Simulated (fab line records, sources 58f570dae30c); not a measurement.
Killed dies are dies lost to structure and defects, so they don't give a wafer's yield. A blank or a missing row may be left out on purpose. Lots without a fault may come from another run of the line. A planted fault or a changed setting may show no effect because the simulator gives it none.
Which tool did it? | flow berkeley_cmos170 | 14 lots, 42 wafers sampled, at 4 steps of a route of 331

WHAT THE GAUGES READ, wafer by wafer
UCB170_NSD_CD_MEAS_06: target cd 1200 nm.
lot  | measured     | on        | cd_nm (nm)
L651 | day 6 16:31  | cd_sem-02 | 1198.5 1199.0 1199.5
L653 | day 7 19:57  | cd_sem-02 | 1202.4 1201.4 1200.4
L654 | day 7 19:56  | cd_sem-01 | 1203.0 1202.3 1200.8
L655 | day 7 20:11  | cd_sem-01 | 1200.5 1200.5 1200.4
L658 | day 9 07:17  | cd_sem-01 | 1198.7 1199.2 1199.4
L660 | day 9 08:10  | cd_sem-02 | 1200.0 1199.3 1202.6
L663 | day 9 11:51  | cd_sem-02 | 1198.5 1198.1 1199.7
L665 | day 10 08:02 | cd_sem-02 | 1200.4 1199.1 1200.3
L667 | day 10 07:40 | cd_sem-02 | 1198.4 1197.7 1198.0
L668 | day 11 03:38 | cd_sem-01 | 1198.8 1198.7 1198.8
L671 | day 11 02:55 | cd_sem-02 | 1202.2 1201.0 1202.8
L670 | day 11 02:56 | cd_sem-01 | 1200.8 1199.9 1200.6

UCB170_SDANNEAL_RS_MEAS_02: measures by four-point-probe.
lot  | measured     | on            | PSD_RS (ohm/sq)
L651 | day 6 18:20  | film_metro-02 | 76.17 75.51 75.38
L653 | day 7 21:36  | film_metro-01 | 75.08 74.83 75.28
L654 | day 7 21:40  | film_metro-03 | 75.30 75.47 74.90
L655 | day 7 21:44  | film_metro-02 | 75.68 75.72 75.52
L658 | day 9 08:48  | film_metro-02 | 76.10 75.85 76.17
L660 | day 9 09:42  | film_metro-01 | 75.81 75.49 75.39
L663 | day 9 13:29  | film_metro-03 | 75.63 75.36 75.60
L665 | day 10 13:02 | film_metro-03 | 75.68 75.61 75.39
L667 | day 10 09:39 | film_metro-02 | 75.68 75.65 75.60
L668 | day 11 05:08 | film_metro-02 | 75.45 75.81 75.76
L671 | day 11 04:34 | film_metro-03 | 75.31 74.98 75.16
L670 | day 11 04:28 | film_metro-02 | 75.51 75.63 75.62

WHICH TOOL RAN EACH LOT (tool, then ch and the chambers of the sampled wafers, then the start)
lot  | UCB170_PFIELD_STRIP_08              | UCB170_SPACER_ETCHBACK_03
L651 | plasma_asher-03 ch 0, day 4 13:19   | rie_diel-03 ch 1,2,3, day 6 12:43
L653 | plasma_asher-03 ch 0,1, day 5 05:43 | rie_diel-02 ch 0,3, day 7 16:13
L654 | plasma_asher-03 ch 0,1, day 5 10:37 | rie_diel-03 ch 0,1,2, day 7 16:17
L655 | plasma_asher-02 ch 0,1, day 5 17:59 | rie_diel-02 ch 0,2,3, day 7 16:17
L658 | plasma_asher-01 ch 0,1, day 6 18:20 | rie_diel-04 ch 0,3, day 9 04:36
L660 | plasma_asher-03 ch 0,1, day 6 18:32 | rie_diel-04 ch 0,2, day 9 04:40
L661 | plasma_asher-01 ch 0,1, day 6 18:41 | rie_diel-03 ch 1,2, day 9 04:36
L662 | plasma_asher-03 ch 0,1, day 7 02:46 | rie_diel-03 ch 2,3, day 9 09:07
L663 | plasma_asher-01 ch 0,1, day 7 03:03 | rie_diel-04 ch 0,2, day 9 09:07
L665 | plasma_asher-02 ch 0,1, day 7 23:14 | rie_diel-04 ch 0,1, day 10 02:37
L667 | plasma_asher-03 ch 0,1, day 7 23:29 | rie_diel-02 ch 1,2,3, day 10 02:37
L668 | plasma_asher-02 ch 0,1, day 8 09:44 | rie_diel-02 ch 2, day 10 22:58
L671 | plasma_asher-02 ch 0, day 8 19:58   | rie_diel-04 ch 2,3, day 10 22:56
L670 | plasma_asher-02 ch 0,1, day 8 21:20 | rie_diel-04 ch 1,2, day 10 23:00
- UCB170_PFIELD_STRIP_08: strips in O2.
- UCB170_SPACER_ETCHBACK_03: etches SiO2 in CHF3/CF4/Ar, stops on Si, target depth 376 nm, time 100 s.

WHAT THE TOOLS THEMSELVES READ (means of the sampled wafers that have a number; where no wafer has one, the mark that the record gives instead)
UCB170_PFIELD_STRIP_08.
lot  | tool            | drypump_motor_current_A (A) | oes_product_au (a.u.) | strip_time_to_endpoint_s (s)
L651 | plasma_asher-03 | 5.2                         | 0.732                 | 21.60
L653 | plasma_asher-03 | 5.5                         | 0.739                 | 21.76
L654 | plasma_asher-03 | 5.5                         | 0.731                 | 21.68
L655 | plasma_asher-02 | 6.0                         | 0.739                 | 21.83
L658 | plasma_asher-01 | 6.3                         | 0.736                 | 21.72
L660 | plasma_asher-03 | 5.3                         | 0.731                 | 21.71
L661 | plasma_asher-01 | 6.3                         | 0.737                 | 21.66
L662 | plasma_asher-03 | 5.3                         | 0.738                 | 21.61
L663 | plasma_asher-01 | 5.9                         | 0.732                 | 21.79
L665 | plasma_asher-02 | 6.1                         | 0.734                 | 21.57
L667 | plasma_asher-03 | 5.3                         | 0.737                 | 21.61
L668 | plasma_asher-02 | 6.1                         | 0.732                 | 21.61
L671 | plasma_asher-02 | 6.2                         | 0.731                 | 21.63
L670 | plasma_asher-02 | 6.1                         | 0.734                 | 21.70

UCB170_SPACER_ETCHBACK_03.
lot  | tool        | cf4_flow_sccm (sccm) | drypump_motor_current_A (A) | mfc_ar_sccm (sccm) | oes_product_au (a.u.) | throttle_valve_pct (%)
L651 | rie_diel-03 | 10.00                | 5.7                         | 120.1              | 0.890                 | 6.46
L653 | rie_diel-02 | 9.97                 | 6.0                         | 120.2              | 0.900                 | 6.59
L654 | rie_diel-03 | 10.01                | 5.4                         | 119.7              | 0.895                 | 6.52
L655 | rie_diel-02 | 9.96                 | 6.1                         | 120.2              | 0.884                 | 6.50
L658 | rie_diel-04 | 9.97                 | 6.2                         | 119.9              | 0.919                 | 6.48
L660 | rie_diel-04 | 10.00                | 5.5                         | 119.8              | 0.902                 | 6.53
L661 | rie_diel-03 | 10.03                | 5.3                         | 119.7              | 0.836                 | 6.53
L662 | rie_diel-03 | 9.98                 | 6.2                         | 119.7              | 0.845                 | 6.43
L663 | rie_diel-04 | 10.01                | 5.4                         | 119.4              | 0.904                 | 6.45
L665 | rie_diel-04 | 10.02                | 5.8                         | 120.2              | 0.905                 | 6.55
L667 | rie_diel-02 | 9.99                 | 6.2                         | 120.1              | 0.901                 | 6.37
L668 | rie_diel-02 | 10.03                | 6.6                         | 120.0              | 0.878                 | 6.31
L671 | rie_diel-04 | 10.02                | 5.7                         | 119.9              | 0.917                 | 6.39
L670 | rie_diel-04 | 9.99                 | 5.5                         | 119.6              | 0.902                 | 6.38

THE ANSWER, worked out from the rows above alone
Rule: what is usual is taken from the lots themselves. Put in order of their means at a reading, lots are off if they are a third of the lots or fewer, leave a main group of 4 or more, and stand apart from it by a gap of 3 or more times the standard deviation of the main group's means; of several such gaps the widest counts. A main group whose means are all the same, to the digits that the tables above print for the reading, isn't used. A lot without any number at a reading at which 4 lots or more have one is off too. The other lots that the step has rows for count as sound. The gauges are gone through in route order, then the tools' own readings, and for those a lot's mean is taken as printed above. The first step at which some lot is off is used, and at that step the reading that is off furthest; a lot without a number counts as furthest.
No lot is off at any reading shown: from this, nothing can be told.

WHAT THE SIMULATOR HAD PUT IN
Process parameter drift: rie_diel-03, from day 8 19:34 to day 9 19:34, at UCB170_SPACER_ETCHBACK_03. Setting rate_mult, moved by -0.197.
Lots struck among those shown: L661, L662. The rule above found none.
